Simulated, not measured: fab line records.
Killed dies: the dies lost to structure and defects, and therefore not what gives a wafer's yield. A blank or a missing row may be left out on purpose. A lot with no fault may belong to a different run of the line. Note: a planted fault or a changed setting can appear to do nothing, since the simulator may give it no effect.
One fault through the eyes of 2 desks / flow rit_cmos / each desk has only its own numbers; what lay behind them comes last

== DESK OF THE TOOL OWNER: lpcvd-01 ==
The tool's own readings at RIT_ACTIVE_CVD_03 (deposits Si3N4 from SiH2Cl2/NH3, target thk 150 nm, time 1500 s): means of the sampled wafers that have a number, for each lot that ran on this tool. A lot is out of limits, marked OUT, if its mean lies more than 4 standard deviations from the usual mean; the brackets give that distance.
Columns: A = spike_tc_centre_C at RIT_ACTIVE_CVD_03, usual 812.0 C; B = spike_tc_load_C at RIT_ACTIVE_CVD_03, usual 834 C; C = spike_tc_source_C at RIT_ACTIVE_CVD_03, usual 832.2 C; D = susceptor_temp_C at RIT_ACTIVE_CVD_03, usual 810.0 C
lot=L470; first seen here=day 1 13:36; A=812.7; B=838; C=827.9; D=809.9
lot=L473; first seen here=day 2 04:12; A=812.5; B=838; C=826.9; D=809.5
lot=L475; first seen here=day 2 16:35; A=811.7; B=839; C=826.7; D=810.0
lot=L477; first seen here=day 3 00:15; A=812.8; B=837; C=827.9; D=809.6
lot=L480; first seen here=day 3 14:11; A=828.3 (+9.6) OUT; B=853 (+5.4) OUT; C=848.6 (+6.8) OUT; D=825.0 (+39) OUT
lot=L482; first seen here=day 4 00:07; A=827.3 (+9.0) OUT; B=852 (+5.0) OUT; C=848.4 (+6.7) OUT; D=824.6 (+39) OUT
This desk finds L480, L482 out of limits, L480 being first, at day 3 14:11 (spike_tc_centre_C at RIT_ACTIVE_CVD_03). L470, L473, L475, L477 stayed within limits.

== THE METROLOGY DESK ==
Lot by lot, what the gauges showed, no matter which tool ran the lot: averages of those sampled wafers that carry a number. A lot is out of limits, marked OUT, if its mean lies more than 4 standard deviations from the usual mean; the brackets give that distance.
Columns: A = ACTIVE_NITRIDE_THK at RIT_ACTIVE_THK_MEAS_04, usual 149.9 nm
lot=L470; first seen here=day 1 15:03; A=150.8
lot=L472; first seen here=day 1 23:32; A=148.9
lot=L473; first seen here=day 2 05:38; A=150.0
lot=L474; first seen here=day 2 12:55; A=151.4
lot=L475; first seen here=day 2 18:01; A=149.8
lot=L477; first seen here=day 3 01:41; A=152.4
lot=L480; first seen here=day 3 15:37; A=194.7 (+30) OUT
lot=L481; first seen here=day 3 21:19; A=149.6
lot=L482; first seen here=day 4 01:32; A=193.0 (+29) OUT
lot=L487; first seen here=day 5 02:32; A=150.1
lot=L488; first seen here=day 5 07:32; A=146.5
lot=L491; first seen here=day 5 23:14; A=151.6
lot=L492; first seen here=day 6 04:31; A=149.8
lot=L493; first seen here=day 6 09:27; A=148.4
Finding of this desk: L480, L482 out of limits, first seen on L480 at day 3 15:37 (ACTIVE_NITRIDE_THK at RIT_ACTIVE_THK_MEAS_04). L470, L472, L473, L474, L475, L477, L481, L487, L488, L491, L492, L493 stayed within limits.

== TAKEN TOGETHER ==
On L480, L482, at day 3 14:11, an alarm was possible from the tool owner's desk.
At day 3 15:37 the metrology desk could have sounded an alarm, on L480, L482.
Of the lots named, all ran RIT_ACTIVE_CVD_03 on lpcvd-01.

== WHAT HAD BEEN PUT IN BY THE SIMULATOR ==
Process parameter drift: lpcvd-01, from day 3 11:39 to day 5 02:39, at RIT_ACTIVE_CVD_03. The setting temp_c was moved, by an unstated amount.
Shown lots that were struck: L480, L482.
Hours from the fault's start to each desk's first reading out of limits: the tool owner's desk, 3; the metrology desk, 4.
